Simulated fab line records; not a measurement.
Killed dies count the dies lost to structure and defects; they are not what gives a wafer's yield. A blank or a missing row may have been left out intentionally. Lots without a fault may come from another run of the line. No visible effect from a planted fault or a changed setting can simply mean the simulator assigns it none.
A lot that was struck, set against a sound lot    flow rit-cmos    21 steps out of a route of 202
Sound: wafers L942.1, L942.3, L942.4. The struck wafers were L946.1, L946.4, L946.5. Last of all comes the cause.
Per side, at each step with rows, come the tool, then ch with its chambers, and then its first start. Under that, the readings that differ: sound wafers    struck wafers    difference of the means    sigmas: that difference in standard deviations of wafers without a fault.
alike: words and numbers the same on both sides, and readings whose means are apart by under 2 such deviations; not compared: readings that were withheld, readings missing a value for some wafer, numbers with overlapping values and no deviation given by the record, and bounds like >300 which may hide the same value.
Wherever a step has rows on one side only, a row that says differs or no value, or a row with sigmas, the two part there. When numbers do not overlap yet have no deviation, they are printed without sigmas and do not part them. A reading missing from all wafers of one side parts the sides only when that side holds two or more wafers.

first, 3 steps without rows for these wafers: RIT_GATE_CLEAN_02 (cleans in dHF, time 30 s); RIT_GATE_CLEAN_03 (cleans in SC2, time 600 s); RIT_GATE_CLEAN_04 (cleans in dHF, time 60 s).
RIT_FOX2_THK_MEAS_91:
  sound on film-metro-01 at day 3 21:51; struck on film-metro-02 at day 4 17:25
  alike: FIELD_OXIDE_LEFT_2_THK
then, 2 steps without rows for these wafers: RIT_GATE_OXIDATION_05 (target thk 3 nm, ox time 270 s); RIT_GATE_ANNEAL_06 (time 600 s).
RIT_GATE_THK_MEAS_07:
  sound on film-metro-02 at day 4 01:10; struck on film-metro-04 at day 4 19:37
  alike: GATE_OXIDE_THK
then, 1 step without rows for these wafers: RIT_GATE_CVD_08 (deposits poly-Si from SiH4, target thk 250 nm, time 2220 s).
RIT_GATE_THK_MEAS_09:
  sound on film-metro-04 at day 4 03:17; struck on film-metro-01 at day 4 21:18
  alike: GATE_POLY_THK
then, 3 steps without rows for these wafers: RIT_GATE_HMDS_10 (prime time 60 s); RIT_GATE_COAT_11 (resist thk 850 nm); RIT_GATE_SOFTBAKE_12 (time 60 s).
RIT_GATE_EXPOSE_13: exposes mask M6, target cd 150 nm.
  sound on iline-stepper-01 ch 0, day 4 03:47; struck on iline-stepper-02 ch 0, day 4 21:55
reading  sound           struck                   difference  sigmas
mask     M6#0 M6#0 M6#0  M6_R1#0 M6_R1#0 M6_R1#0  differs     
then, 2 steps without rows for these wafers: RIT_GATE_PEB_14; RIT_GATE_DEVELOP_15 (develop time 50 s).
RIT_GATE_CD_MEAS_16: the cd target is 150 nm.
  sound on cd-sem-02 at day 4 04:11; struck on cd-sem-01 at day 4 22:35
reading     sound              struck             difference  sigmas
cd-nm (nm)  152.0 152.2 152.1  129.3 130.1 129.2  -22.6       -9
RIT_GATE_OVL_MEAS_17:
  sound on overlay-02 at day 4 04:19; struck on overlay-01 at day 4 22:42
reading        sound        struck          difference  sigmas
GATE_OVL (nm)  1.3 1.6 1.1  -1.2 -2.3 -2.2  -3.2        -2
then, 1 step without rows for these wafers: RIT_GATE_HARDBAKE_18 (time 60 s).
RIT_GATE_ETCH_19: etches poly-Si in SF6/CHF3/O2, stops on SiO2, time 165 s, target depth 312.5 nm.
  sound on rie-si-01 ch 0,1, day 4 04:30; struck on rie-si-01 ch 0,1,3, day 4 22:53
reading                sound            struck           difference  sigmas
model.GATE.cd-nm (nm)  151.9 152.1 152  129.5 130 129.2  -22.4       
  alike: drypump-motor-current-A, oes-product-au, throttle-valve-pct
  not compared: rf-hours-counter-h
RIT_GATE_STRIP_20: strips in O2, time 180 s.
  sound on plasma-asher-03 ch 0,1, day 4 04:37; struck on plasma-asher-04 ch 0,1, day 4 22:59
  alike: drypump-motor-current-A
  not compared: rf-hours-counter-h
RIT_M1_PROBE_99:
  sound on prober-02 at day 5 01:01; struck on prober-02 at day 5 23:35
reading                              sound              struck             difference  sigmas
killed-at-front-end                  7 12 8             26 26 39           +21         +7
killed-dies                          7 12 8             26 26 39           +21         +7
killed-on-rim                        1 2 2              18 15 26           +18         +13
model.etest.pmos_0p3.r-on-ohm-um     6317 6334 6411     5761 5702 5634     -655        
model.etest.pmos-turned.r-on-ohm-um  3465 3527 3505     2909 2925 2898     -588        
model.etest.pmos_0p15.r-on-ohm-um    2780 2832 2846     2239 2269 2212     -579        
model.etest.nmos_0p15.r-on-ohm-um    1162 1189 1210     979.2 1030 964.3   -195.8      
model.etest.nmos_0p3.r-on-ohm-um     2191 2235 2234     2023 2049 1984     -201        
model.etest.nmos_0p15.drive-ua-um    454.4 444.4 447.2  568.4 556.2 567    +115.2      
model.etest.pmos_0p15.drive-ua-um    251.8 246.9 248.7  326.8 324.7 328.4  +77.5       
model.etest.npoly-line.line-ohm-um   163.2 164.2 164    206.1 212.4 215.9  +47.7       
  alike: killed-at-contacts, killed-open, killed-short

WHERE THEY PART
Earliest at RIT_GATE_EXPOSE_13; latest, in this record, at RIT_M1_PROBE_99.

WHY: what the simulator had put in
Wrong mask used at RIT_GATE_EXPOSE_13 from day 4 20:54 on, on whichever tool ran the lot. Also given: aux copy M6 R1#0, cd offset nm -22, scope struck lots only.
